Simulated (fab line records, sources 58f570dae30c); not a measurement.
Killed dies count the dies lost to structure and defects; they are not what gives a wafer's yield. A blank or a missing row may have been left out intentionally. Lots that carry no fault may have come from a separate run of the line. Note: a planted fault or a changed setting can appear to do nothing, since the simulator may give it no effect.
Split-lot experiment -- flow berkeley cmos170 -- 5 lots, 23 wafers read, on a route of 331 steps

## ON THE SPLIT
At UCB170_CONTACT_EXPOSE_12 (exposes mask CONT, target cd 700 nm), the setting dose mj was moved away from the recipe's 35 on 10 of the 23 wafers read, by -6.3% to +6.9%. All remaining wafers had this setting at the recipe value.

## FROM THE SPLIT TO THE READING: what the file shows between them, 6 steps
- UCB170_CONTACT_PEB_13
- UCB170_CONTACT_DEVELOP_14: develop time 45 s
- UCB170_CONTACT_CD_MEAS_15: target cd 700 nm
- UCB170_CONTACT_ETCH_17: etches BARC in N2/H2
- UCB170_CONTACT_ETCH_18: etches PSG in CHF3/CF4/Ar, stops on TiSi2, target depth 840 nm, time 195 s
- UCB170_CONTACT_STRIP_19: strips in O2

## THE READING
At UCB170_CONTACT_CD_MEAS_90: cd nm in nanometres, against a target cd of 700 nm. Fault-free wafers of this fab line usually give 699.1 nm, standard deviation 1.5 nm.

wafer,"tool, chamber at the split",dose mj as run,against the recipe,"cd nm, nm",against lot-mates on the recipe
L075.1,"krf scanner-02, 0",33.95,-3.0%,694.0,-4.7
L075.2,"krf scanner-02, 0",33.95,-3.0%,691.9,-6.8
L075.4,"krf scanner-02, 0",35,recipe,698.6,-
L075.5,"krf scanner-02, 0",35,recipe,698.8,-
L075.6,"krf scanner-02, 0",33.95,-3.0%,694.4,-4.3
L080.1,"krf scanner-02, 0",35,recipe,697.5,-
L080.2,"krf scanner-02, 0",37.4,+6.9%,708.7,+10.8
L080.4,"krf scanner-02, 0",35,recipe,698.4,-
L080.5,"krf scanner-02, 0",37.4,+6.9%,711.8,+13.8
L080.6,"krf scanner-02, 0",37.4,+6.9%,709.7,+11.8
L081.1,"krf scanner-02, 0",35,recipe,700.8,-
L081.2,"krf scanner-02, 0",35,recipe,697.7,-
L081.3,"krf scanner-02, 0",32.79,-6.3%,686.8,-12.3
L081.4,"krf scanner-02, 0",32.79,-6.3%,687.8,-11.3
L081.5,"krf scanner-02, 0",35,recipe,698.9,-
L083.3,"krf scanner-01, 0",35,recipe,698.7,-
L083.4,"krf scanner-01, 0",35,recipe,699.1,-
L083.5,"krf scanner-01, 0",35,recipe,697.0,-
L085.1,"krf scanner-02, 0",35.98,+2.8%,705.3,+4.8
L085.3,"krf scanner-02, 0",35,recipe,699.8,-
L085.4,"krf scanner-02, 0",35,recipe,701.6,-
L085.5,"krf scanner-02, 0",35,recipe,700.2,-
L085.6,"krf scanner-02, 0",35.98,+2.8%,705.1,+4.6

FIT RESULTS
A straight line over all 23 wafers: cd nm changes by +1.75 nm for each +1% of dose mj; r = +0.98; the points scatter about the line by 1.3 nm.
The same after taking each lot's own level away (the mean of its wafers on the recipe; 23 wafers): +1.79 nm for each +1%; r = +0.99; scatter 0.96 nm.
The reading moves by 12 nm for the largest change in dose mj, on that fit.
From 697.95 to 700.53 nm: that is the span of the lots' own levels, equal to 1.7 times the standard deviation above.
The two slopes are in agreement: the lot-to-lot level therefore moves the slope only a little.
Check: with one of the wafers moved furthest among these (+6.9%) left out of the fit, the line predicts +12.6 nm for it against its lot-mates. It came out at +10.8 nm against them.

## ADDITIONAL SPLITS CARRIED BY THESE WAFERS
Other splits were also applied to these wafers ahead of the reading. Each is held against what the fit with the lots' levels taken away leaves over:
other split on the same wafers,wafers away from the commonest value,r with cd nm (lot level and that fit taken away)
UCB170_PSD_IMPLANT_08 dose cm2,12,-0.20
UCB170_NSD_IMPLANT_08 dose cm2,11,+0.00
UCB170_BACKSIDE_STRIP_03 power w,5,+0.23
UCB170_SILICIDE_SPUTTER_01 power w,5,-0.30

## THE WHOLE CHAIN: every reading that the file lists as answering this split, in the file's order
step,what it does,reading,change (the file's fit),r (the file's)
UCB170_CONTACT_CD_MEAS_15,target cd 700 nm,cd nm,+1.82 nm for each +1% of the setting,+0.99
UCB170_CONTACT_ETCH_17,etches BARC in N2/H2,"CONTACT.cd nm (the simulator's own value, which no gauge read)",+1.79 nm for each +1% of the setting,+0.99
UCB170_CONTACT_CD_MEAS_90,target cd 700 nm,cd nm,+1.8 nm for each +1% of the setting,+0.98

## THE FILE'S OWN FIT
cd nm changes by +1.8 nm for each +1% of dose mj, r = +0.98.
